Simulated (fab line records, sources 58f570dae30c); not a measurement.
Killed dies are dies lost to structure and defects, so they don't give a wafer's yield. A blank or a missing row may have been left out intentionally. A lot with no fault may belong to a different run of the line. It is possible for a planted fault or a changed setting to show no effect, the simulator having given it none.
fab line records	flow berkeleyCmos170
[record] lots = 5	wafers = 23
route steps=331 shown NWELL@15 PWELL@39 ACTIVE@70 PFIELD@80 SACOX@98 GATE@133 PSD@176
startH: hours from the record's opening day to when the first of the lot's shown wafers began	waitH: how many hours have passed since the lot's step before this one	" the same as in the row above	L1.1+2: a single row standing in for several wafers	- either no value or no given start	* or withheld: withheld	< > ~ a bound
route shown NAME@n: names a module that has steps shown in the file, with the first one's number in the route	usual: mean/standard deviation of fault-free wafers	same: alike in all rows	chamber/n: place in a boat	sites: readings site by site	_std_site: their standard deviation	_edge_site: inner sites' mean taken away from outer sites' mean	radiusMm: how far each site lies from the wafer's centre	mask NAME#n: copy n	behind: the most recent tool/chamber to have shaped the wafer	hold: reason for holding the lot/hours on hold/outcome of the hold	device: the transistor (n, p or np) that didn't switch	end of line: the same wafers' tests at the end of the route	a step without rows: its recipe alone	killed: at the first sort, the dies lost to defects and structure; wafer yield is something else	map: a wafer's dies, marking killed ones x, the rest . and places with no die _
set.NAME: setting as actually run; set.NAME@STEP: the setting as run at that earlier step	model.NAME: the simulator's own value behind a step, which no gauge read
lots run with intentionally changed settings; tables by step, rows by wafer
[[steps]]
[step UCB170_NWELL_OXIDATION_01]
[recipe] tempC = 1000	ambient = O2	targetThkA = 264	oxTimeS = 1260
lot.wafer	tool	chamber	startH	waitH	set.oxTimeS	model.SiO2_of_NWELL_OXIDATION_01.thkNm
L074.1	-	-	-	3.2	1260	25.94
L074.2+3	"	-	"	"	1260	25.83
L074.4	"	-	"	"	1260	26.16
L074.6	"	-	"	"	1260	26.32
L075.1	furnace-02	0	26.75	1.3	1260	25.63
L075.2	"	0	"	"	1260	25.82
L075.4	"	0	"	"	1260	25.92
L076.1	-	-	-	1.4	1260	25.72
L076.2	"	-	"	"	1260	25.8
L076.3	"	-	"	"	1260	25.85
L076.4	"	-	"	"	1260	25.76
L076.5	"	-	"	"	1260	25.79
L077.1	-	-	-	2.3	1409	28.28
L077.3	"	-	"	"	1409	27.97
L077.4	"	-	"	"	1409	27.85
L077.5	"	-	"	"	1409	27.94
L077.6	"	-	"	"	1409	27.71
L079.1	-	-	-	4.1	1351	28.12
L079.2	"	-	"	"	1351	27.98
L079.4	"	-	"	"	1351	28.03
L079.5	"	-	"	"	1351	28.08
L079.6	"	-	"	"	1351	27.97
[step UCB170_NWELL_IMPLANT_14]
[recipe] species = P	doseCm2 = 1e+13	energyKev = 150	tiltDeg = 7
lot.wafer	tool	chamber	startH	waitH	set.doseCm2
L074.1+2+3	implanter-03	0	31.38	0.1	9.624e+12
L074.4+6	"	0	"	"	1e+13
L075.1+2+4	implanter-04	0	36.19	0.1	1e+13
L076.1+2+4	implanter-02	0	36.45	0.1	1e+13
L076.3+5	"	0	"	"	9.347e+12
L077.1+3+4+5+6	implanter-03	0	45.35	0.1	1e+13
L079.1+2+4	implanter-03	0	60.27	0.1	9.59e+12
L079.5+6	"	0	"	"	1e+13
[step UCB170_NWELL_STRIP_15]
[recipe] chemistry = O2	powerW = 400	pressureMtorr = 3500	platenTempC = withheld	o2FlowSccm = 400	overashFraction = 0.5
[step UCB170_NWELL_TW_MEAS_16]
[usual] NWELL_TW = 1252/9.2
lot.wafer	tool	chamber	startH	waitH	set.doseCm2@NWELL_IMPLANT_14	NWELL_TW
L074.1	filmMetro-02	-	31.63	0.1	9.624e+12	1239
L074.2	"	-	"	"	9.624e+12	1240
L074.3	"	-	"	"	9.624e+12	1249
L074.4	"	-	"	"	1e+13	1248
L074.6	"	-	"	"	1e+13	1249
L075.1	filmMetro-03	-	36.44	0.1	1e+13	1267
L075.2	"	-	"	"	1e+13	1265
L075.4	"	-	"	"	1e+13	1265
L076.1	filmMetro-04	-	36.70	0.1	1e+13	1239
L076.2	"	-	"	"	1e+13	1250
L076.3	"	-	"	"	9.347e+12	1217
L076.4	"	-	"	"	1e+13	1247
L076.5	"	-	"	"	9.347e+12	1213
L077.1	filmMetro-02	-	45.60	0.1	1e+13	1259
L077.3	"	-	"	"	1e+13	1258
L077.4	"	-	"	"	1e+13	1254
L077.5	"	-	"	"	1e+13	1257
L077.6	"	-	"	"	1e+13	1259
L079.1	filmMetro-04	-	60.52	0.1	9.59e+12	1224
L079.2	"	-	"	"	9.59e+12	1219
L079.4	"	-	"	"	9.59e+12	1224
L079.5	"	-	"	"	1e+13	1237
L079.6	"	-	"	"	1e+13	1247
[step UCB170_PWELL_CVD_05]
[recipe] material = Si3N4	targetThkNm = 220	tempC = 800	precursor = SiH2Cl2/NH3	timeS = 3300	pressureMtorr = 200	sih2cl2FlowSccm = 25	nh3FlowSccm = 75
lot.wafer	tool	chamber	startH	waitH	set.timeS	model.Si3N4_of_PWELL_CVD_05.thkNm
L074.1+6	-	-	-	1.3	2850	191.6
L074.2	"	-	"	"	2850	191.9
L074.3	"	-	"	"	2850	194
L074.4	"	-	"	"	2850	192.2
L075.1	lpcvd-02	0	49.87	0.0	3300	219.9
L075.2	"	0	"	"	3300	219.8
L075.4	"	0	"	"	3300	219.7
L076.1	-	-	-	0.0	3300	218.5
L076.2	"	-	"	"	3300	219.7
L076.3	"	-	"	"	3300	218.9
L076.4	"	-	"	"	3300	219.3
L076.5	"	-	"	"	3300	217.9
L077.1	-	-	-	0.0	3300	220.7
L077.3	"	-	"	"	3300	221.8
L077.4	"	-	"	"	3300	221.7
L077.5	"	-	"	"	3300	222
L077.6	"	-	"	"	3300	220.4
L079.1	-	-	-	0.0	3150	210.7
L079.2	"	-	"	"	3150	212.3
L079.4	"	-	"	"	3150	212.6
L079.5	"	-	"	"	3150	211.3
L079.6	"	-	"	"	3150	211.8
[step UCB170_PWELL_THK_MEAS_06]
[recipe] reads = Si3N4_of_PWELL_CVD_05
[usual] PWELL_NITRIDE_THK = 220.4/1.9
lot.wafer	tool	chamber	startH	waitH	set.timeS@PWELL_CVD_05	PWELL_NITRIDE_THK[nm]
L074.1	filmMetro-01	-	-	-	2850	191.7
L074.2	"	-	"	"	2850	191.9
L074.3	"	-	"	"	2850	194.0
L074.4	"	-	"	"	2850	192.2
L074.6	"	-	"	"	2850	191.5
L075.1	filmMetro-04	-	51.78	0.0	3300	219.9
L075.2	"	-	"	"	3300	219.7
L075.4	"	-	"	"	3300	219.6
L076.1	filmMetro-02	-	-	-	3300	218.5
L076.2	"	-	"	"	3300	219.6
L076.3	"	-	"	"	3300	218.7
L076.4	"	-	"	"	3300	219.4
L076.5	"	-	"	"	3300	218.1
L077.1	filmMetro-02	-	-	-	3300	220.8
L077.3	"	-	"	"	3300	221.7
L077.4	"	-	"	"	3300	221.8
L077.5	"	-	"	"	3300	222.0
L077.6	"	-	"	"	3300	220.5
L079.1	filmMetro-02	-	-	-	3150	210.8
L079.2	"	-	"	"	3150	212.2
L079.4	"	-	"	"	3150	212.6
L079.5	"	-	"	"	3150	211.3
L079.6	"	-	"	"	3150	212.0
[step UCB170_PWELL_ETCH_14]
[recipe] chemistry = CH3F/Ar/O2	target = Si3N4	stopOn = SiO2	CH3F_flow_sccm = 20	Ar_flow_sccm = 50	O2_flow_sccm = 7	pressureMtorr = 50	rfW = 450	targetDepthA = 2420	overEtchFrac = 0.1	timeS = 151
[usual] oesProductAu = 0.944/0.01
lot.wafer	tool	chamber	startH	waitH	set.rfW	set.timeS@PWELL_CVD_05	oesProductAu	model.etch.depthNm
L074.1	rieDiel-04	0	50.44	0.0	450	2850	0.864	191.6
L074.2	"	2	"	"	493.5	2850	0.878	191.9
L074.3	"	3	"	"	450	2850	0.877	194
L074.4	"	1	"	"	450	2850	0.866	192.2
L074.6	"	2	"	"	493.5	2850	0.876	191.6
L075.1	rieDiel-02	1	53.05	0.0	450	3300	0.943	219.9
L075.2	"	0	"	"	450	3300	0.942	219.8
L075.4	"	2	"	"	450	3300	0.928	219.7
L076.1	rieDiel-04	2	53.14	0.0	477.6	3300	0.946	218.5
L076.2	"	3	"	"	477.6	3300	0.952	219.7
L076.3	"	1	"	"	477.6	3300	0.929	218.9
L076.4	"	0	"	"	450	3300	0.935	219.3
L076.5	"	1	"	"	450	3300	0.931	217.9
L077.1	rieDiel-01	2	61.96	0.0	450	3300	0.949	-
L077.3	"	1	"	"	416.3	3300	0.948	221.8
L077.4	"	0	"	"	450	3300	0.959	-
L077.5	"	1	"	"	450	3300	0.940	222
L077.6	"	0	"	"	416.3	3300	0.949	-
L079.1	rieDiel-04	2	77.51	0.0	467.6	3150	0.919	210.7
L079.2	"	0	"	"	450	3150	0.918	212.3
L079.4	"	3	"	"	450	3150	0.922	212.6
L079.5	"	3	"	"	450	3150	0.922	211.3
L079.6	"	2	"	"	467.6	3150	0.926	211.8
[step UCB170_ACTIVE_EXPOSE_10]
[recipe] maskId = ACTIVE	targetCdNm = 1200	na = 0.5	sigmaOuter = 0.6	sourceShape = conventional	doseMj = 20
lot.wafer	tool	chamber	startH	waitH	mask	set.doseMj
L074.1+2+6	krfScanner-02	0	77.98	0.1	ACTIVE#0	20
L074.3+4	"	0	"	"	ACTIVE#0	18.72
L075.1+2+4	krfScanner-01	0	78.22	0.3	ACTIVE#0	20
L076.1+2	krfScanner-02	0	78.46	0.4	ACTIVE#0	20
L076.3+4+5	"	0	"	"	ACTIVE#0	18.9
L077.1+3+4+5+6	krfScanner-01	0	87.77	0.2	ACTIVE#0	20
L079.1+2	krfScanner-02	0	116.71	0.5	ACTIVE#0	20.7
L079.4+5+6	"	0	"	"	ACTIVE#0	20
[step UCB170_ACTIVE_PEB_11]
[recipe] pebTempC = 130	pebTimeS = withheld	resist = KrF
[step UCB170_ACTIVE_DEVELOP_12]
[recipe] developer = TMAH	developTimeS = 45	resist = KrF	devTempC = 21
[step UCB170_ACTIVE_CD_MEAS_13]
[recipe] targetCdNm = 1200
[usual] cdNm = 1199.7/1.5
lot.wafer	tool	chamber	startH	waitH	set.doseMj@ACTIVE_EXPOSE_10	cdNm
L074.1	cdSem-01	-	78.37	-	20	1197.9
L074.2	"	-	"	"	20	1199.0
L074.3	"	-	"	"	18.72	1209.8
L074.4	"	-	"	"	18.72	1209.2
L074.6	"	-	"	"	20	1199.8
L075.1	cdSem-02	-	78.65	-	20	1202.8
L075.2	"	-	"	"	20	1201.8
L075.4	"	-	"	"	20	1202.1
L076.1	cdSem-02	-	78.86	-	20	1198.5
L076.2	"	-	"	"	20	1198.4
L076.3	"	-	"	"	18.9	1208.4
L076.4	"	-	"	"	18.9	1207.4
L076.5	"	-	"	"	18.9	1208.6
L077.1	cdSem-01	-	88.16	-	20	1199.7
L077.3	"	-	"	"	20	1200.2
L077.4	"	-	"	"	20	1201.3
L077.5	"	-	"	"	20	1199.1
L077.6	"	-	"	"	20	1201.0
L079.1	cdSem-01	-	117.10	-	20.7	1193.7
L079.2	"	-	"	"	20.7	1193.3
L079.4	"	-	"	"	20	1199.8
L079.5	"	-	"	"	20	1200.6
L079.6	"	-	"	"	20	1199.3
[step UCB170_ACTIVE_ETCH_15]
[recipe] chemistry = CH3F/Ar/O2	target = Si3N4	stopOn = SiO2	CH3F_flow_sccm = 20	Ar_flow_sccm = 50	O2_flow_sccm = 7	pressureMtorr = 50	rfW = 450	targetDepthA = 2420	overEtchFrac = 0.1	timeS = 151
lot.wafer	tool	chamber	startH	waitH	set.doseMj@ACTIVE_EXPOSE_10	model.ACTIVE.cdNm
L074.1	rieDiel-03	1	78.53	0.0	20	1197
L074.2	"	3	"	"	20	1199
L074.3	"	2	"	"	18.72	1210
L074.4	"	0	"	"	18.72	1209
L074.6	"	1	"	"	20	1200
L075.1	rieDiel-02	2	78.80	0.0	20	1203
L075.2	"	0	"	"	20	1201
L075.4	"	3	"	"	20	1202
L076.1+2	rieDiel-01	1,2	79.01	0.0	20	1198
L076.3+4	"	0,3	"	"	18.9	1208
L076.5	"	2	"	"	18.9	1209
L077.1+3	rieDiel-01	2,3	88.32	0.0	20	1200
L077.4+6	"	0,2	"	"	20	1201
L077.5	"	3	"	"	20	1199
L079.1+2	rieDiel-02	0,2	117.25	0.0	20.7	1193
L079.4+5	"	1,0	"	"	20	1200
L079.6	"	1	"	"	20	1199
[step UCB170_ACTIVE_STRIP_16]
[recipe] chemistry = O2	powerW = 400	pressureMtorr = 3500	platenTempC = withheld	o2FlowSccm = 400	overashFraction = 0.5
[step UCB170_ACTIVE_CD_MEAS_90]
[recipe] targetCdNm = 1200
[usual] cdNm = 1199.6/1.5
lot.wafer	tool	chamber	startH	waitH	set.doseMj@ACTIVE_EXPOSE_10	cdNm
L074.1	cdSem-01	-	78.73	0.1	20	1197.3
L074.2	"	-	"	"	20	1199.1
L074.3	"	-	"	"	18.72	1209.9
L074.4	"	-	"	"	18.72	1208.7
L074.6	"	-	"	"	20	1199.4
L075.1	cdSem-02	-	79.00	0.1	20	1202.6
L075.2	"	-	"	"	20	1201.3
L075.4	"	-	"	"	20	1202.1
L076.1	cdSem-01	-	79.21	0.1	20	1198.3
L076.2	"	-	"	"	20	1198.2
L076.3	"	-	"	"	18.9	1208.1
L076.4	"	-	"	"	18.9	1207.7
L076.5	"	-	"	"	18.9	1208.7
L077.1	cdSem-02	-	88.52	0.1	20	1199.7
L077.3	"	-	"	"	20	1200.3
L077.4	"	-	"	"	20	1200.9
L077.5	"	-	"	"	20	1199.2
L077.6	"	-	"	"	20	1200.2
L079.1	cdSem-02	-	117.45	0.1	20.7	1193.3
L079.2	"	-	"	"	20.7	1193.2
L079.4	"	-	"	"	20	1199.9
L079.5	"	-	"	"	20	1200.0
L079.6	"	-	"	"	20	1199.8
[step UCB170_PFIELD_COAT_01]
[recipe] resist = KrF	spinRpm = 1500	resistThkNm = 900
lot.wafer	tool	chamber	startH	waitH	set.spinRpm	model.KrF_of_PFIELD_COAT_01.thkNm
L075.1	lithoTrack-04	0	80.97	0.1	1500	899.6
L075.2	"	0	"	"	1500	899.8
L075.4	"	0	"	"	1500	899.5
L076.1	lithoTrack-01	0	80.97	0.1	1603	876.6
L076.2	"	0	"	"	1500	904.3
L076.3	"	0	"	"	1500	905.3
L076.4	"	0	"	"	1500	905.6
L076.5	"	0	"	"	1603	877.4
L074.1	lithoTrack-03	0	81.14	0.1	1500	896.4
L074.2	"	0	"	"	1429	921.2
L074.3	"	0	"	"	1500	897.6
L074.4	"	0	"	"	1429	919.6
L074.6	"	0	"	"	1429	921.6
L077.1	lithoTrack-04	0	88.98	0.1	1397	935
L077.3	"	0	"	"	1500	899.6
L077.4	"	0	"	"	1500	900
L077.5	"	0	"	"	1500	902
L077.6	"	0	"	"	1397	932.3
L079.1	lithoTrack-04	0	121.76	0.1	1500	900.7
L079.2	"	0	"	"	1500	901.2
L079.4	"	0	"	"	1500	897.9
L079.5	"	0	"	"	1500	899.6
L079.6	"	0	"	"	1500	902.2
[step UCB170_PFIELD_SOFTBAKE_02]
[recipe] resist = KrF	tempC = 130	timeS = 60
[step UCB170_PFIELD_EXPOSE_03]
[recipe] maskId = PFIELD	na = 0.5	sigmaOuter = 0.6	sourceShape = conventional	targetCdNm = 1500	doseMj = 30
[step UCB170_PFIELD_IMPLANT_07]
[recipe] species = B	doseCm2 = 2e+13	energyKev = 80	tiltDeg = 7
[step UCB170_PFIELD_STRIP_08]
[recipe] chemistry = O2	powerW = 400	pressureMtorr = 3500	platenTempC = withheld	o2FlowSccm = 400	overashFraction = 0.5
[usual] stripTimeToEndpointS = 21.65/0.058
lot.wafer	tool	chamber	startH	waitH	set.spinRpm@PFIELD_COAT_01	stripTimeToEndpointS
L075.1	plasmaAsher-01	0	81.90	0.1	1500	21.62
L075.2	"	1	"	"	1500	21.61
L075.4	"	0	"	"	1500	21.62
L076.1	plasmaAsher-04	0	82.00	0.1	1603	21.07
L076.2	"	1	"	"	1500	21.74
L076.3	"	0	"	"	1500	21.75
L076.4	"	1	"	"	1500	21.75
L076.5	"	0	"	"	1603	21.08
L074.1	plasmaAsher-01	1	82.20	0.1	1500	21.54
L074.2	"	0	"	"	1429	22.15
L074.3	"	0	"	"	1500	21.58
L074.4	"	1	"	"	1429	22.11
L074.6	"	1	"	"	1429	22.15
L077.1	plasmaAsher-04	1	89.98	0.1	1397	22.47
L077.3	"	1	"	"	1500	21.60
L077.4	"	0	"	"	1500	21.64
L077.5	"	0	"	"	1500	21.67
L077.6	"	1	"	"	1397	22.40
L079.1	plasmaAsher-01	1	123.97	0.1	1500	21.65
L079.2	"	0	"	"	1500	21.67
L079.4	"	0	"	"	1500	21.57
L079.5	"	1	"	"	1500	21.63
L079.6	"	0	"	"	1500	21.69
[step UCB170_SACOX_OXIDATION_01]
[recipe] tempC = 900	ambient = O2	targetThkA = 144	oxTimeS = 2400
lot.wafer	tool	chamber	startH	waitH	set.oxTimeS	model.SiO2_of_SACOX_OXIDATION_01.thkNm
L074.1	-	-	-	5.0	2752	15.87
L074.2+4	"	-	"	"	2752	15.88
L074.3	"	-	"	"	2752	15.89
L074.6	"	-	"	"	2752	15.96
L075.1	furnace-01	0	100.90	4.9	2400	15.17
L075.2	"	0	"	"	2400	14.84
L075.4	"	0	"	"	2400	15.12
L076.1	-	-	-	5.0	2400	14.68
L076.2	"	-	"	"	2400	14.77
L076.3	"	-	"	"	2400	14.71
L076.4	"	-	"	"	2400	14.78
L076.5	"	-	"	"	2400	15.03
L077.1	-	-	-	2.6	2247	14.01
L077.3	"	-	"	"	2247	13.87
L077.4	"	-	"	"	2247	13.84
L077.5	"	-	"	"	2247	13.95
L077.6	"	-	"	"	2247	13.83
L079.1	-	-	-	1.7	2700	15.62
L079.2	"	-	"	"	2700	15.79
L079.4	"	-	"	"	2700	15.52
L079.5	"	-	"	"	2700	15.78
L079.6	"	-	"	"	2700	15.63
[step UCB170_SACOX_THK_MEAS_02]
[recipe] reads = SiO2_of_SACOX_OXIDATION_01
[usual] SACOX_OXIDE_THK = 14.51/0.25
lot.wafer	tool	chamber	startH	waitH	set.oxTimeS@SACOX_OXIDATION_01	SACOX_OXIDE_THK[nm]
L074.1	filmMetro-02	-	-	-	2752	15.91
L074.2	"	-	"	"	2752	15.91
L074.3	"	-	"	"	2752	15.87
L074.4	"	-	"	"	2752	15.91
L074.6	"	-	"	"	2752	15.93
L075.1	filmMetro-01	-	102.57	0.0	2400	15.16
L075.2	"	-	"	"	2400	14.84
L075.4	"	-	"	"	2400	15.09
L076.1	filmMetro-03	-	-	-	2400	14.68
L076.2	"	-	"	"	2400	14.76
L076.3	"	-	"	"	2400	14.70
L076.4	"	-	"	"	2400	14.82
L076.5	"	-	"	"	2400	15.04
L077.1	filmMetro-01	-	-	-	2247	13.98
L077.3	"	-	"	"	2247	13.92
L077.4	"	-	"	"	2247	13.90
L077.5	"	-	"	"	2247	13.92
L077.6	"	-	"	"	2247	13.87
L079.1	filmMetro-02	-	-	-	2700	15.62
L079.2	"	-	"	"	2700	15.73
L079.4	"	-	"	"	2700	15.57
L079.5	"	-	"	"	2700	15.75
L079.6	"	-	"	"	2700	15.62
[step UCB170_GATE_COAT_07]
[recipe] resist = KrF	spinRpm = 1500	resistThkNm = 900
lot.wafer	tool	chamber	startH	waitH	set.spinRpm	model.KrF_of_GATE_COAT_07.thkNm
L075.1	lithoTrack-02	0	-	-	1500	899.3
L075.2	"	0	"	"	1500	899.1
L075.4	"	0	"	"	1500	901.4
L076.1	lithoTrack-04	0	-	-	1398	934.6
L076.2	"	0	"	"	1398	935.5
L076.3	"	0	"	"	1500	902.5
L076.4	"	0	"	"	1500	904.2
L076.5	"	0	"	"	1398	938.1
L074.1	lithoTrack-03	0	-	-	1500	900.7
L074.2	"	0	"	"	1447	915.3
L074.3	"	0	"	"	1447	920
L074.4	"	0	"	"	1500	899.1
L074.6	"	0	"	"	1500	899
L077.1	lithoTrack-04	0	-	-	1600	873.7
L077.3	"	0	"	"	1600	873.3
L077.4	"	0	"	"	1500	902.1
L077.5	"	0	"	"	1500	904
L077.6	"	0	"	"	1500	902.5
L079.1	lithoTrack-02	0	-	-	1500	904.2
L079.2	"	0	"	"	1500	905.8
L079.4	"	0	"	"	1500	902.7
L079.5	"	0	"	"	1500	902.4
L079.6	"	0	"	"	1500	905.1
[step UCB170_PSD_COAT_01]
[recipe] resist = KrF	spinRpm = 1500	resistThkNm = 900
lot.wafer	tool	chamber	startH	waitH	set.spinRpm	model.KrF_of_PSD_COAT_01.thkNm
L075.1	lithoTrack-01	0	140.12	0.1	1500	898.9
L075.2	"	0	"	"	1500	898.7
L075.4	"	0	"	"	1500	897.1
L074.1	lithoTrack-04	0	140.19	0.1	1500	903.3
L074.2	"	0	"	"	1500	901
L074.3	"	0	"	"	1500	904.1
L074.4	"	0	"	"	1500	900.9
L074.6	"	0	"	"	1500	900.6
L076.1	lithoTrack-02	0	140.25	0.1	1500	899.4
L076.2	"	0	"	"	1500	898.6
L076.3	"	0	"	"	1442	917.8
L076.4	"	0	"	"	1500	899.8
L076.5	"	0	"	"	1442	915.7
L077.1	lithoTrack-04	0	153.34	0.1	1420	924
L077.3	"	0	"	"	1500	901.7
L077.4	"	0	"	"	1500	901
L077.5	"	0	"	"	1420	925.8
L077.6	"	0	"	"	1420	924.7
L079.1	lithoTrack-02	0	174.53	0.1	1500	901.4
L079.2	"	0	"	"	1500	900
L079.4	"	0	"	"	1500	900.2
L079.5	"	0	"	"	1500	902
L079.6	"	0	"	"	1500	901.2
[step UCB170_PSD_IMPLANT_08]
[recipe] species = B	doseCm2 = 3e+15	energyKev = 20	tiltDeg = 7
lot.wafer	tool	chamber	startH	waitH	set.doseCm2
L075.1+2+4	implanter-03	0	141.09	0.0	3e+15
L074.1+2+3+4+6	implanter-01	0	141.33	0.0	3e+15
L076.1+4+5	implanter-02	0	141.61	0.0	3.059e+15
L076.2+3	"	0	"	"	3e+15
L077.1+3+4	implanter-02	0	154.45	0.0	3e+15
L077.5+6	"	0	"	"	3.123e+15
L079.1+4+6	implanter-03	0	175.54	0.0	3e+15
L079.2+5	"	0	"	"	3.163e+15
[step UCB170_PSD_STRIP_09]
[recipe] chemistry = O2	powerW = 400	pressureMtorr = 3500	platenTempC = withheld	o2FlowSccm = 400	overashFraction = 0.5
[usual] stripTimeToEndpointS = 29.39/0.073
lot.wafer	tool	chamber	startH	waitH	set.spinRpm@PSD_COAT_01	set.doseCm2@PSD_IMPLANT_08	stripTimeToEndpointS
L075.1	plasmaAsher-03	0	141.24	0.1	1500	3e+15	29.36
L075.2	"	1	"	"	1500	3e+15	29.38
L075.4	"	1	"	"	1500	3e+15	29.34
L074.1	plasmaAsher-02	1	141.48	0.1	1500	3e+15	29.52
L074.2	"	0	"	"	1500	3e+15	29.46
L074.3	"	0	"	"	1500	3e+15	29.56
L074.4	"	1	"	"	1500	3e+15	29.46
L074.6	"	0	"	"	1500	3e+15	29.48
L076.1	plasmaAsher-04	1	141.76	0.1	1500	3.059e+15	29.59
L076.2	"	0	"	"	1500	3e+15	29.34
L076.3	"	1	"	"	1442	3e+15	29.84
L076.4	"	0	"	"	1500	3.059e+15	29.55
L076.5	"	0	"	"	1442	3.059e+15	29.93
L077.1	plasmaAsher-02	1	154.60	0.1	1420	3e+15	29.98
L077.3	"	0	"	"	1500	3e+15	29.43
L077.4	"	1	"	"	1500	3e+15	29.44
L077.5	"	1	"	"	1420	3.123e+15	30.48
L077.6	"	0	"	"	1420	3.123e+15	30.45
L079.1	plasmaAsher-02	0	175.69	0.1	1500	3e+15	29.37
L079.2	"	1	"	"	1500	3.163e+15	29.98
L079.4	"	0	"	"	1500	3e+15	29.43
L079.5	"	0	"	"	1500	3.163e+15	30.01
L079.6	"	1	"	"	1500	3e+15	29.42
[[key]]
[split] step = UCB170_NWELL_OXIDATION_01	setting = oxTimeS	stated = 1260	by = lot
[response] step = UCB170_NWELL_OXIDATION_01	reading = model.SiO2_of_NWELL_OXIDATION_01.thkNm	change = +0.2	per = 1%	r = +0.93
[split] step = UCB170_NWELL_IMPLANT_14	setting = doseCm2	stated = 1e+13	by = wafer
[response] step = UCB170_NWELL_TW_MEAS_16	reading = NWELL_TW	change = +4.05	per = 1%	r = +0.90
[split] step = UCB170_PWELL_CVD_05	setting = timeS	stated = 3300	by = lot
[response] step = UCB170_PWELL_CVD_05	reading = model.Si3N4_of_PWELL_CVD_05.thkNm	change = +2.03	per = 1%	r = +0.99
[response] step = UCB170_PWELL_THK_MEAS_06	reading = PWELL_NITRIDE_THK	change = +2.03	per = 1%	r = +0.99
[response] step = UCB170_PWELL_ETCH_14	reading = oesProductAu	change = +0.00513	per = 1%	r = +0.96
[response] step = UCB170_PWELL_ETCH_14	reading = model.etch.depthNm	change = +2.02	per = 1%	r = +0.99
[split] step = UCB170_PWELL_ETCH_14	setting = rfW	stated = 450	by = wafer
response none clear
[split] step = UCB170_ACTIVE_EXPOSE_10	setting = doseMj	stated = 20	by = wafer
[response] step = UCB170_ACTIVE_CD_MEAS_13	reading = cdNm	change = -1.72	per = 1%	r = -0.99
[response] step = UCB170_ACTIVE_ETCH_15	reading = model.ACTIVE.cdNm	change = -1.75	per = 1%	r = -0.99
[response] step = UCB170_ACTIVE_CD_MEAS_90	reading = cdNm	change = -1.75	per = 1%	r = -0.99
[split] step = UCB170_PFIELD_COAT_01	setting = spinRpm	stated = 1500	by = wafer
[response] step = UCB170_PFIELD_COAT_01	reading = model.KrF_of_PFIELD_COAT_01.thkNm	change = -4.56	per = 1%	r = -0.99
[response] step = UCB170_PFIELD_STRIP_08	reading = stripTimeToEndpointS	change = *	per = 1%	r = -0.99
[split] step = UCB170_SACOX_OXIDATION_01	setting = oxTimeS	stated = 2400	by = lot
[response] step = UCB170_SACOX_OXIDATION_01	reading = model.SiO2_of_SACOX_OXIDATION_01.thkNm	change = +0.0857	per = 1%	r = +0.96
[response] step = UCB170_SACOX_THK_MEAS_02	reading = SACOX_OXIDE_THK	change = +0.0852	per = 1%	r = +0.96
[split] step = UCB170_GATE_COAT_07	setting = spinRpm	stated = 1500	by = wafer
[response] step = UCB170_GATE_COAT_07	reading = model.KrF_of_GATE_COAT_07.thkNm	change = -4.67	per = 1%	r = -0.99
[split] step = UCB170_PSD_COAT_01	setting = spinRpm	stated = 1500	by = wafer
[response] step = UCB170_PSD_COAT_01	reading = model.KrF_of_PSD_COAT_01.thkNm	change = -4.45	per = 1%	r = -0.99
[response] step = UCB170_PSD_STRIP_09	reading = stripTimeToEndpointS	slope = *	per = 1%	togetherWith = doseCm2@PSD_IMPLANT_08	explained = 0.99
[split] step = UCB170_PSD_IMPLANT_08	setting = doseCm2	stated = 3e+15	by = wafer
[response] step = UCB170_PSD_STRIP_09	reading = stripTimeToEndpointS	slope = *	per = 1%	togetherWith = spinRpm@PSD_COAT_01	explained = 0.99
